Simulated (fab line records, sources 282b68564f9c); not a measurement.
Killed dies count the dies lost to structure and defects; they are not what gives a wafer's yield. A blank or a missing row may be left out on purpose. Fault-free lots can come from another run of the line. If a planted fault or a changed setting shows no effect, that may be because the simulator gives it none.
fab line records	flow rit-cmos
record: lots: 6	wafers: 18	last-day: 7
route steps=202 shown PLDD@122 SPACER@125 NSD@131 M1@202
lots that met no fault: taken from a fault-free run of the same line
start-h: hours from the record's first day to the start of the lot's first wafer shown	wait-h: hours from the lot's prior step to this one	" same as the row above	L1.1+2: several wafers, shown together as one row	- no value present, or no start provided	* or withheld: withheld	< > ~ a bound
route shown NAME@n: NAME is a module with steps in the file, n the number in the route of the first one	usual: average and standard deviation across the fault-free wafers	same: alike in all rows	chamber/n: place in a boat	sites: per-site readings	_std_site: standard deviation across them	_edge_site: outer sites' mean less inner sites'	radius-mm: how far each site lies from the wafer's centre	mask NAME#n: copy n	behind: the most recent tool/chamber to have shaped the wafer	hold: reason for holding the lot/hours on hold/outcome of the hold	device: which transistor (n, p or np) failed to switch	end of line: tests run on the same wafers once the route is complete	a step given without rows: its recipe and nothing more	killed: count of dies lost to structure and defects at first sort (not the wafer's yield)	map: dies across one wafer; x = killed, . = not, _ = none there
set.NAME: the setting as run; set.NAME@STEP: as run at that earlier step	model.NAME: the simulator's own value behind a step, which no gauge read
lots at selected steps of the route; one table per step, one row per wafer
services: the hour from which a tool's chamber was out of use, counted from the record's first day as start-h (under 0 if before that day), plus the number of hours and why
== steps ==
step: RIT_PLDD_IMPLANT_08
recipe: species: BF2	energy-kev: 20	dose-cm2: 9.197e+14	tilt-deg: 7
step: RIT_PLDD_STRIP_09
recipe: chemistry: O2	time-s: 180	resist: NOVOLAK	platen-temp-c: withheld	power-w: 500	pressure-mtorr: 4000	o2-flow-sccm: 4000
usual: drypump-motor-current-A: 5.6/0.63
lot.wafer	tool	chamber	start-h	wait-h	drypump-motor-current-A	rf-hours-counter-h
L453.1	plasma-asher-04	0	43.99	0.1	5.4	38
L453.3	"	1	"	"	6.6	-
L453.6	"	1	"	"	6.7	-
L454.1	plasma-asher-01	0	52.22	0.1	4.9	27
L454.3	"	1	"	"	6.3	-
L454.4	"	0	"	"	4.9	-
L455.1	plasma-asher-04	0	59.22	0.1	5.4	40
L455.3	"	1	"	"	6.6	-
L455.4	"	0	"	"	5.4	-
L458.1	plasma-asher-04	0	72.53	0.1	5.4	41
L458.3	"	1	"	"	6.6	-
L458.4	"	0	"	"	5.4	-
L468.1	plasma-asher-04	1	124.48	0.1	6.7	47
L468.2	"	0	"	"	5.4	47
L468.5	"	0	"	"	5.4	-
L472.3	plasma-asher-02	0	144.49	0.1	5.4	-
L472.4	"	1	"	"	5.1	-
L472.6	"	0	"	"	5.4	-
step: RIT_PLDD_TW_MEAS_10
usual: PLDD_TW: 2349/28
lot.wafer	tool	chamber	start-h	wait-h	PLDD_TW
L453.1	film-metro-04	-	44.17	0.1	2303
L453.3	"	-	"	"	2303
L453.6	"	-	"	"	2319
L454.1	film-metro-01	-	52.40	0.1	2371
L454.3	"	-	"	"	2388
L454.4	"	-	"	"	2389
L455.1	film-metro-02	-	59.39	0.1	2334
L455.3	"	-	"	"	2338
L455.4	"	-	"	"	2337
L458.1	film-metro-01	-	72.71	0.1	2355
L458.3	"	-	"	"	2365
L458.4	"	-	"	"	2371
L468.1	film-metro-01	-	124.66	0.1	2370
L468.2	"	-	"	"	2366
L468.5	"	-	"	"	2372
L472.3	film-metro-01	-	144.63	0.1	2353
L472.4	"	-	"	"	2357
L472.6	"	-	"	"	2365
step: RIT_SPACER_CLEAN_00
recipe: chemistry: SC1	mix: 3:3:50	time-s: 600	temp-c: 75
step: RIT_SPACER_CLEAN_01
recipe: chemistry: dHF	dilution: 50:1	time-s: 30
step: RIT_SPACER_CLEAN_02
recipe: chemistry: SC2	mix: 3:3:50	time-s: 600	temp-c: 75	dry: n2-spin
step: RIT_SPACER_CVD_03
recipe: material: Si3N4	target-thk-nm: 250	temp-c: 810	precursor: SiH2Cl2/NH3	time-s: 3300	pressure-mtorr: 300	sih2cl2-flow-sccm: 60	nh3-flow-sccm: 150
step: RIT_SPACER_THK_MEAS_04
recipe: reads: Si3N4_of_SPACER_CVD_03
usual: SPACER_NITRIDE_THK: 250.9/2.3
lot.wafer	tool	chamber	start-h	wait-h	SPACER_NITRIDE_THK[nm]
L453.1	film-metro-02	-	46.53	0.0	247.3
L453.3	"	-	"	"	248.2
L453.6	"	-	"	"	245.8
L454.1	film-metro-02	-	54.77	0.0	249.8
L454.3	"	-	"	"	248.9
L454.4	"	-	"	"	246.4
L455.1	film-metro-01	-	62.01	0.0	255.0
L455.3	"	-	"	"	253.4
L455.4	"	-	"	"	255.7
L458.1	film-metro-03	-	75.05	0.0	251.3
L458.3	"	-	"	"	250.7
L458.4	"	-	"	"	252.2
L468.1	film-metro-02	-	127.00	0.0	249.9
L468.2	"	-	"	"	251.3
L468.5	"	-	"	"	250.3
L472.3	film-metro-02	-	146.97	0.0	252.2
L472.4	"	-	"	"	252.9
L472.6	"	-	"	"	254.2
step: RIT_SPACER_ETCHBACK_05
recipe: target-depth-a: 2500	SF6_flow_sccm: 30	CHF3_flow_sccm: 30	target: Si3N4	chemistry: SF6/CHF3	pressure-mtorr: 40	rf-w: 250	time-s: 240	stop-on: SiO2
usual: drypump-motor-current-A: 5.7/0.43	oes-product-au: 0.838/0.015	throttle-valve-pct: 10.29/0.16
lot.wafer	tool	chamber	start-h	wait-h	drypump-motor-current-A	oes-product-au	rf-hours-counter-h	throttle-valve-pct
L453.1	rie-diel-04	2	46.59	0.1	5.4	0.818	39	10.17
L453.3	"	3	"	"	5.4	0.849	18	10.35
L453.6	"	1	"	"	5.6	0.822	-	10.27
L454.1	rie-diel-03	2	54.83	0.1	6.4	0.824	39	9.99
L454.3	"	1	"	"	5.4	0.861	157	10.19
L454.4	"	0	"	"	5.9	0.831	133	10.42
L455.1	rie-diel-03	3	62.07	0.1	6.4	0.837	30	10.39
L455.3	"	2	"	"	6.4	0.841	39	9.99
L455.4	"	1	"	"	5.4	0.877	157	10.18
L458.1	rie-diel-03	2	75.11	0.1	6.4	0.829	39	9.97
L458.3	"	3	"	"	6.3	0.836	30	10.39
L458.4	"	0	"	"	6.0	0.845	134	10.41
L468.1	rie-diel-01	2	127.06	0.1	5.9	0.831	153	10.05
L468.2	"	3	"	"	5.7	0.830	110	10.41
L468.5	"	2	"	"	5.9	0.825	-	10.04
L472.3	rie-diel-03	2	147.01	0.0	6.4	0.837	40	9.97
L472.4	"	0	"	"	6.0	0.846	135	10.41
L472.6	"	1	"	"	5.4	0.861	-	10.21
step: RIT_NSD_HMDS_00
recipe: prime-time-s: 60	prime-temp-c: 140
step: RIT_NSD_COAT_01
recipe: resist: NOVOLAK	spin-rpm: 3250	resist-thk-nm: 1000
step: RIT_NSD_SOFTBAKE_02
recipe: resist: NOVOLAK	temp-c: 90	time-s: 60
step: RIT_NSD_EXPOSE_03
recipe: mask-id: M9	na: 0.57	target-cd-nm: 40700	dose-mj: 250
lot.wafer	tool	chamber	start-h	wait-h	mask	model.NSD.overlay-x-nm
L453.1+3+6	iline-stepper-01	0	47.19	0.1	M9#0	0.5013
L454.1+3+4	iline-stepper-02	0	55.56	0.2	M9#0	-1.236
L455.1+3+4	iline-stepper-01	0	62.80	0.2	M9#0	0.9344
L458.1+3+4	iline-stepper-01	0	75.84	0.2	M9#0	0.1144
L468.1+2+5	iline-stepper-02	0	127.69	0.1	M9#0	5123
L472.3+4+6	iline-stepper-02	0	147.83	0.2	M9#0	5122
step: RIT_NSD_PEB_04
recipe: resist: NOVOLAK	temp-c: withheld	time-s: withheld
step: RIT_NSD_DEVELOP_05
recipe: resist: NOVOLAK	develop-time-s: 50	dev-temp-c: 23
step: RIT_NSD_OVL_MEAS_06
usual: NSD_OVL: 0.5/1.5
lot.wafer	tool	chamber	start-h	wait-h	NSD_OVL[nm]
L453.1	overlay-01	-	47.59	-	1.5
L453.3	"	-	"	"	-0.9
L453.6	"	-	"	"	0.6
L454.1	overlay-01	-	55.96	-	0.5
L454.3	"	-	"	"	-0.1
L454.4	"	-	"	"	-1.9
L455.1	overlay-02	-	63.20	-	2.0
L455.3	"	-	"	"	0.8
L455.4	"	-	"	"	0.3
L458.1	overlay-01	-	76.23	-	1.4
L458.3	"	-	"	"	0.0
L458.4	"	-	"	"	1.6
L468.1	overlay-02	-	128.09	-	-
L468.2	"	-	"	"	-
L468.5	"	-	"	"	-
L472.3	overlay-02	-	148.20	-	-
L472.4	"	-	"	"	-
L472.6	"	-	"	"	-
step: RIT_NSD_HARDBAKE_07
recipe: resist: NOVOLAK	temp-c: 140	time-s: 60
step: RIT_M1_PROBE_99
usual: killed_at_M0_to_M3: 0.0/0.2	killed-at-contacts: 0.1/0.25	killed-at-front-end: 6/3.1	killed-dies: 6/3.1	killed-on-rim: 1.6/1.4	killed-open: 2.9/2	killed-short: 3.3/2
same: gross-dies: 264	killed_at_M4_up: 0	killed-at-back-side: 0	killed-at-other: 0
lot.wafer	tool	chamber	start-h	wait-h	killed_at_M0_to_M3	killed-at-contacts	killed-at-front-end	killed-dies	killed-on-rim	killed-open	killed-short	model.etest.nmos_0p15.bv-v	model.etest.nmos_0p3.bv-v	model.etest.ring.no-ring	model.etest.pmos-turned.short	model.etest.pmos_0p3.short	model.etest.pmos_0p15.over-limit	model.etest.gate-end-array.over-limit	model.etest.nmos-narrow.short
L453.1	prober-02	-	57.66	0.1	0	0	9	9	2	5	4	5.476	5.476	0	0	0	0	0	0
L453.3	prober-02	-	57.76	0.2	0	0	2	2	0	0	2	5.501	5.501	0	0	0	0	0	0
L453.6	prober-02	-	57.91	0.2	0	0	2	2	1	2	0	5.493	5.493	0	0	0	0	0	0
L454.1	prober-01	-	65.87	0.1	0	0	3	3	1	1	2	5.421	5.421	0	0	0	0	0	0
L454.3	prober-01	-	65.97	0.2	0	0	6	6	1	5	1	5.445	5.445	0	0	0	0	0	0
L454.4	prober-01	-	66.02	0.2	0	0	7	7	2	3	4	5.43	5.43	0	0	0	0	0	0
L455.1	prober-02	-	73.22	0.1	0	1	8	9	2	8	1	5.457	5.457	0	0	0	0	0	0
L455.3	prober-02	-	73.32	0.2	0	0	6	6	2	3	3	5.473	5.473	0	0	0	0	0	0
L455.4	prober-02	-	73.37	0.2	0	0	6	6	2	4	2	5.467	5.467	0	0	0	0	0	0
L458.1	prober-01	-	86.03	0.1	0	0	5	5	0	1	4	5.398	5.398	0	0	0	0	0	0
L458.3	prober-01	-	86.13	0.2	0	0	8	8	3	4	4	5.363	5.363	0	0	0	0	0	0
L458.4	prober-01	-	86.18	0.2	2	0	2	4	0	0	2	5.416	5.416	0	0	0	0	0	0
L468.1	prober-01	-	138.20	0.1	0	0	264	264	70	3	1	-	-	1	1	1	1	1	1
L468.2	prober-01	-	138.25	0.1	0	0	264	264	70	6	2	0.9738	0.9738	1	1	1	1	1	0
L468.5	prober-01	-	138.40	0.2	0	0	264	264	70	0	3	-	-	1	1	1	1	1	1
L472.3	prober-01	-	158.45	0.2	0	0	264	264	70	5	5	1.242	1.242	1	1	1	1	1	0
L472.4	prober-01	-	158.50	0.2	0	0	264	264	70	0	2	-	-	1	1	1	1	1	1
L472.6	prober-01	-	158.60	0.2	0	0	264	264	70	9	1	-	-	1	1	1	1	1	1
killed by level:class
L453.1 FOX1:geometric-particle:short=2 SILICIDE:geometric-particle:open=2 FOX1:geometric-particle:open=1 FOX2:geometric-particle:short=1 REOX:geometric-particle:open=1 SPACER:geometric-particle:open=1 SILICIDE:geometric-particle:short=1
L453.3 GATE:geometric-particle:short=1 REOX:geometric-particle:short=1
L453.6 ACTIVE:geometric-particle:open=1 GATE:geometric-particle:open=1
L454.1 GATE:geometric-particle:short=2 GATE:geometric-particle:open=1
L454.3 GATE:geometric-particle:open=2 ACTIVE:geometric-particle:open=1 FOX2:geometric-particle:open=1 SPACER:geometric-particle:short=1 SILICIDE:geometric-particle:open=1
L454.4 GATE:geometric-particle:short=2 SILICIDE:geometric-particle:open=2 FOX1:geometric-particle:short=1 GATE:geometric-particle:open=1 SILICIDE:geometric-particle:short=1
L455.1 FOX1:geometric-particle:open=2 SILICIDE:geometric-particle:open=2 FOX2:geometric-particle:open=1 GATE:geometric-particle:open=1 GATE:geometric-particle:short=1 SPACER:geometric-particle:open=1 CONTACT:geometric-particle:open=1
L455.3 GATE:geometric-particle:short=2 FOX2:geometric-particle:open=1 GATE:geometric-particle:open=1 SILICIDE:geometric-particle:short=1 SILICIDE:geometric-particle:open=1
L455.4 FOX2:geometric-particle:open=1 GATE:geometric-particle:open=1 SPACER:geometric-particle:open=1 SPACER:geometric-particle:short=1 SILICIDE:geometric-particle:open=1 SILICIDE:geometric-particle:short=1
L458.1 SPACER:geometric-particle:short=3 GATE:geometric-particle:open=1 GATE:geometric-particle:short=1
L458.3 GATE:geometric-particle:short=4 GATE:geometric-particle:open=3 SPACER:geometric-particle:open=1
L458.4 M1:coat-microbubble-printed=2 GATE:geometric-particle:short=1 SILICIDE:geometric-particle:short=1
L468.1 NSD:overlay=260 GATE:geometric-particle:open=2 GATE:geometric-particle:short=1 REOX:geometric-particle:open=1
L468.2 NSD:overlay=256 FOX1:geometric-particle:open=2 GATE:geometric-particle:open=2 GATE:geometric-particle:short=2 SILICIDE:geometric-particle:open=2
L468.5 NSD:overlay=261 GATE:geometric-particle:short=1 REOX:geometric-particle:short=1 SILICIDE:geometric-particle:short=1
L472.3 NSD:overlay=254 FOX2:geometric-particle:short=2 FOX1:geometric-particle:short=1 FOX1:geometric-particle:open=1 FOX2:geometric-particle:open=1 GATE:geometric-particle:open=1 GATE:geometric-particle:short=1 REOX:geometric-particle:open=1
L472.4 NSD:overlay=262 FOX1:geometric-particle:short=1 REOX:geometric-particle:short=1
L472.6 NSD:overlay=254 GATE:geometric-particle:open=4 FOX1:geometric-particle:open=2 FOX2:geometric-particle:open=2 REOX:geometric-particle:open=1 SPACER:geometric-particle:short=1
map L468.1 (x killed, . not)
________xxxxxxx_______
_____xxxxxxxxxxxxx____
____xxxxxxxxxxxxxxx___
___xxxxxxxxxxxxxxxxx__
__xxxxxxxxxxxxxxxxxxx_
__xxxxxxxxxxxxxxxxxxx_
_xxxxxxxxxxxxxxxxxxxxx
_xxxxxxxxxxxxxxxxxxxxx
_xxxxxxxxxxxxxxxxxxxxx
_xxxxxxxxxxxxxxxxxxxxx
__xxxxxxxxxxxxxxxxxxx_
__xxxxxxxxxxxxxxxxxxx_
___xxxxxxxxxxxxxxxxx__
____xxxxxxxxxxxxxxx___
_____xxxxxxxxxxxxx____
________xxxxxxx_______
map L472.3 (x killed, . not)
________xxxxxxx_______
_____xxxxxxxxxxxxx____
____xxxxxxxxxxxxxxx___
___xxxxxxxxxxxxxxxxx__
__xxxxxxxxxxxxxxxxxxx_
__xxxxxxxxxxxxxxxxxxx_
_xxxxxxxxxxxxxxxxxxxxx
_xxxxxxxxxxxxxxxxxxxxx
_xxxxxxxxxxxxxxxxxxxxx
_xxxxxxxxxxxxxxxxxxxxx
__xxxxxxxxxxxxxxxxxxx_
__xxxxxxxxxxxxxxxxxxx_
___xxxxxxxxxxxxxxxxx__
____xxxxxxxxxxxxxxx___
_____xxxxxxxxxxxxx____
________xxxxxxx_______
== services ==
tool	chamber	start-h	hours	kind
plasma-asher-04	-	21.83	2.8	pm
iline-stepper-02	-	30.82	2.1	pm
iline-stepper-02	-	32.91	-	consumable-replace:lamp
rie-diel-01	0	35.94	40.7	repair
plasma-asher-02	-	71.80	14.6	pm
rie-diel-01	1	86.71	-	clean
rie-diel-01	1	86.71	-	consumable-replace:esc
rie-diel-01	1	86.71	20.6	scheduled-down
rie-diel-01	1	86.71	20.6	vent-cycle
iline-stepper-01	-	101.83	2.6	repair
iline-stepper-02	-	104.42	1.7	pm
rie-diel-03	1	107.85	-	clean
rie-diel-03	1	107.85	16.0	scheduled-down
rie-diel-03	1	107.85	16.0	vent-cycle
rie-diel-01	2	114.80	1.8	repair
iline-stepper-01	-	122.23	1.7	pm
rie-diel-01	2	144.00	-	clean
rie-diel-01	2	144.00	28.4	scheduled-down
rie-diel-01	2	144.00	28.4	vent-cycle
iline-stepper-02	0	147.76	-	calibration
== key ==
first-sign: step: RIT_NSD_OVL_MEAS_06	reading: NSD_OVL	direction: missing
effect: step: RIT_M1_PROBE_99	reading: killed-dies	direction: up	sigmas: 84	usual: 6	struck: 264
model-effect: step: RIT_NSD_EXPOSE_03	value: NSD.overlay-x-nm	without: -0.0351	struck: 5123
model-effect: step: RIT_M1_PROBE_99	value: etest.nmos_0p15.bv-v	without: 5.461	struck: 1.108
more-kills-born-at: RIT_NSD_EXPOSE_03@iline-stepper-02: 1547
met-at RIT_NSD_EXPOSE_03
struck-wafers L468.1,L468.2,L468.5,L472.3,L472.4,L472.6
tester-left-out L468,L472
onset-between 55.56 127.69
also-fits time
fault: kind: scanner-matching-overlay	tool: iline-stepper-02	chamber: -	onset-h: 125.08	steps: RIT_NSD_EXPOSE_03	offset: 5122.6
tester-left-out: of these lots the tester's yield and bins aren't shown, on N5 and GAA mostly nor the transistor test; their killed dies are dies lost to structure and defects alone, not to doping, threshold or leakage, so they don't give the yield
